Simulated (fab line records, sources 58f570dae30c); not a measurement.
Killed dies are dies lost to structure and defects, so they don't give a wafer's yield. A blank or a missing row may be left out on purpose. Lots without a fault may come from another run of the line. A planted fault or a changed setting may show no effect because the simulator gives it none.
fab line records | flow berkeley_cmos170
record lots=6 wafers=18 last_day=12
route steps=331 shown NVT@104 PVT@115
lots that met no fault: from a run of the same line without faults
start_h: hours from the record's first day to the start of the lot's first wafer shown | wait_h: hours since the lot's step before | " the same as in the row above | L1.1+2: a row that stands for several wafers | - no value, or no start given | * or withheld: withheld | < > ~ a bound
route shown NAME@n: a module of which the file shows steps, and the number in the route of the first | usual: mean/standard deviation of fault-free wafers | same: alike in all rows | chamber/n: place in a boat | sites: the reading at each site | _std_site: their standard deviation | _edge_site: outer sites' mean less inner sites' | radius_mm: how far each site lies from the wafer's centre | mask NAME#n: copy n | behind: the tool/chamber that last shaped the wafer | hold: why the lot was held/for how many hours/how that ended | device: the transistor (n, p or np) that didn't switch | end of line: the same wafers' tests at the end of the route | a step without rows: its recipe alone | killed: dies lost to structure and defects at the first sort, not the wafer's yield | map: a wafer's dies, x killed, . not, _ none there
set.NAME: the setting as run; set.NAME@STEP: as run at that earlier step | model.NAME: the simulator's own value behind a step, which no gauge read
lots at some steps of the route; a table a step, a row a wafer
services: from which hour (start_h, from the record's first day; less than 0 if before it) a tool's chamber was out of use, for how many hours, and why
## steps
# step UCB170_NVT_HMDS_00
# recipe prime_time_s=60 prime_temp_c=100
# step UCB170_NVT_COAT_01
# recipe resist=KrF spin_rpm=1500 resist_thk_nm=900
# step UCB170_NVT_SOFTBAKE_02
# recipe resist=KrF temp_c=130 time_s=60
# step UCB170_NVT_EXPOSE_03
# recipe mask_id=PWELL target_cd_nm=3000 na=0.5 sigma_outer=0.6 source_shape=conventional dose_mj=30
# step UCB170_NVT_PEB_04
# recipe peb_temp_c=130 peb_time_s=withheld resist=KrF
# step UCB170_NVT_DEVELOP_05
# recipe developer=TMAH develop_time_s=45 resist=KrF dev_temp_c=21
# step UCB170_NVT_OVL_MEAS_06
# usual NVT_OVL=3/5.1
# columns lot.wafer tool chamber start_h wait_h NVT_OVL[nm]
L779.1 overlay-01 - 145.01 - -3
L779.3 " - " " -4
L779.5 " - " " -7
L782.1 overlay-01 - 152.82 - -2
L782.5 " - " " -3
L782.6 " - " " 2
L781.1 overlay-02 - 153.37 - 4
L781.3 " - " " 1
L781.4 " - " " -2
L788.1 overlay-01 - 184.12 - 1
L788.2 " - " " -4
L788.3 " - " " 7
L790.3 overlay-02 - 190.91 - 0
L790.4 " - " " 4
L790.6 " - " " -2
L795.2 overlay-02 - 215.16 - -5
L795.4 " - " " -5
L795.5 " - " " -7
# step UCB170_NVT_IMPLANT_07
# recipe species=BF2 dose_cm2=3e+12 energy_kev=50 tilt_deg=7
# step UCB170_NVT_STRIP_08
# recipe chemistry=O2 power_w=400 pressure_mtorr=3500 platen_temp_c=withheld o2_flow_sccm=400 overash_fraction=0.5
# usual chamber_pressure_mTorr=3500/3.3 drypump_motor_current_A=5.8/0.46 oes_product_au=0.735/0.0047 strip_time_to_endpoint_s=21.64/0.056
# columns lot.wafer tool chamber start_h wait_h chamber_pressure_mTorr drypump_motor_current_A oes_product_au rf_hours_counter_h strip_time_to_endpoint_s
L779.1 plasma_asher-03 1 145.19 0.1 3496 5.3 0.743 41 21.57
L779.3 " 0 " " 3500 5.2 0.736 - 21.65
L779.5 " 0 " " 3501 5.2 0.738 - 21.64
L782.1 plasma_asher-02 0 153.01 0.1 3506 5.3 0.736 39 21.62
L782.5 " 0 " " 3495 5.3 0.728 - 21.61
L782.6 " 1 " " 3500 6.4 0.737 - 21.59
L781.1 plasma_asher-04 0 153.56 0.1 3498 6.3 0.741 4 21.69
L781.3 " 1 " " 3502 6.0 0.736 - 21.73
L781.4 " 0 " " 3497 6.2 0.731 - 21.63
L788.1 plasma_asher-04 1 184.31 0.1 3494 5.9 0.734 7 21.73
L788.2 " 0 " " 3495 6.2 0.741 7 21.66
L788.3 " 1 " " 3507 5.9 0.733 - 21.65
L790.3 plasma_asher-04 0 191.12 0.1 3502 6.2 0.741 - 21.65
L790.4 " 1 " " 3497 6.0 0.736 - 21.68
L790.6 " 1 " " 3500 6.0 0.734 - 21.69
L795.2 plasma_asher-04 1 215.34 0.1 3503 6.0 0.735 11 21.56
L795.4 " 0 " " 3501 6.3 0.731 - 21.55
L795.5 " 1 " " 3494 5.9 0.737 - 21.55
# step UCB170_NVT_TW_MEAS_09
# usual NVT_TW=527/8.6
# columns lot.wafer tool chamber start_h wait_h NVT_TW
L779.1 film_metro-03 - 145.29 0.1 516
L779.3 " - " " 515
L779.5 " - " " 518
L782.1 film_metro-02 - 153.11 0.1 527
L782.5 " - " " 530
L782.6 " - " " 531
L781.1 film_metro-03 - 153.66 0.1 520
L781.3 " - " " 515
L781.4 " - " " 517
L788.1 film_metro-01 - 184.41 0.1 535
L788.2 " - " " 533
L788.3 " - " " 538
L790.3 film_metro-03 - 191.21 0.1 516
L790.4 " - " " 518
L790.6 " - " " 515
L795.2 film_metro-01 - 215.45 0.1 538
L795.4 " - " " 540
L795.5 " - " " 540
# step UCB170_NVT_CLEAN_10
# recipe chemistry=SPM temp_c=120 time_s=600
# step UCB170_PVT_HMDS_00
# recipe prime_time_s=60 prime_temp_c=100
# step UCB170_PVT_COAT_01
# recipe resist=KrF spin_rpm=1500 resist_thk_nm=900
# usual chill_plate_temp_C=22.96/0.12 dispense_pressure_kPa=47/4.3
# columns lot.wafer tool chamber start_h wait_h chill_plate_temp_C dispense_pressure_kPa
L779.1 litho_track-03 0 145.96 0.1 22.74 49
L779.3 " 0 " " 22.73 49
L779.5 " 0 " " 22.90 49
L782.1 litho_track-04 - 154.87 0.1 - -
L782.5 " - " " - -
L782.6 " - " " - -
L781.1 litho_track-02 - 155.11 0.1 - -
L781.3 " - " " - -
L781.4 " - " " - -
L788.1 litho_track-04 0 185.24 0.1 23.10 42
L788.2 " 0 " " 22.93 42
L788.3 " 0 " " 22.93 42
L790.3 litho_track-03 0 191.66 0.1 22.93 49
L790.4 " 0 " " 22.87 49
L790.6 " 0 " " 23.04 49
L795.2 litho_track-02 0 216.95 0.1 22.86 52
L795.4 " 0 " " 23.03 52
L795.5 " 0 " " 22.77 52
# step UCB170_PVT_SOFTBAKE_02
# recipe resist=KrF temp_c=130 time_s=60
# step UCB170_PVT_EXPOSE_03
# recipe mask_id=NWELL target_cd_nm=3000 na=0.5 sigma_outer=0.6 source_shape=conventional dose_mj=30
# step UCB170_PVT_PEB_04
# recipe peb_temp_c=130 peb_time_s=withheld resist=KrF
# step UCB170_PVT_DEVELOP_05
# recipe developer=TMAH develop_time_s=45 resist=KrF dev_temp_c=21
# step UCB170_PVT_OVL_MEAS_06
# usual PVT_OVL=5/6.7
# columns lot.wafer tool chamber start_h wait_h PVT_OVL[nm]
L779.1 overlay-02 - 146.77 - 4
L779.3 " - " " 4
L779.5 " - " " 9
L782.1 overlay-02 - 155.90 - -
L782.5 " - " " -
L782.6 " - " " -
L781.1 overlay-02 - 156.17 - -
L781.3 " - " " -
L781.4 " - " " -
L788.1 overlay-02 - 186.12 - 20
L788.2 " - " " 16
L788.3 " - " " 21
L790.3 overlay-02 - 192.47 - 5
L790.4 " - " " 0
L790.6 " - " " 1
L795.2 overlay-02 - 217.78 - 3
L795.4 " - " " 0
L795.5 " - " " 8
# step UCB170_PVT_IMPLANT_07
# recipe species=P dose_cm2=2e+12 energy_kev=30 tilt_deg=7
## services
# columns tool chamber start_h hours kind
plasma_asher-04 - 214.28 1.0 repair
## key
first_sign step=UCB170_PVT_COAT_01 reading=tool_record direction=missing
effect step=UCB170_PVT_OVL_MEAS_06 reading=PVT_OVL direction=missing
met_at UCB170_PVT_COAT_01
struck_wafers L781.1,L781.3,L781.4,L782.1,L782.5,L782.6
sort_left_out L781.1,L781.3,L781.4,L782.1,L782.5,L782.6
tester_left_out L781,L782
fault kind=skipped_step_whole tool=litho_track-02,litho_track-04 chamber=- onset_h=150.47 steps=UCB170_PVT_COAT_01 scope=struck_lots_only
# tester_left_out: of these lots the tester's yield and bins aren't shown, on N5 and GAA mostly nor the transistor test; their killed dies are dies lost to structure and defects alone, not to doping, threshold or leakage, so they don't give the yield
# sort_left_out: the simulated sort isn't trusted on such a fault, so these wafers' sort isn't shown, and their yield isn't known
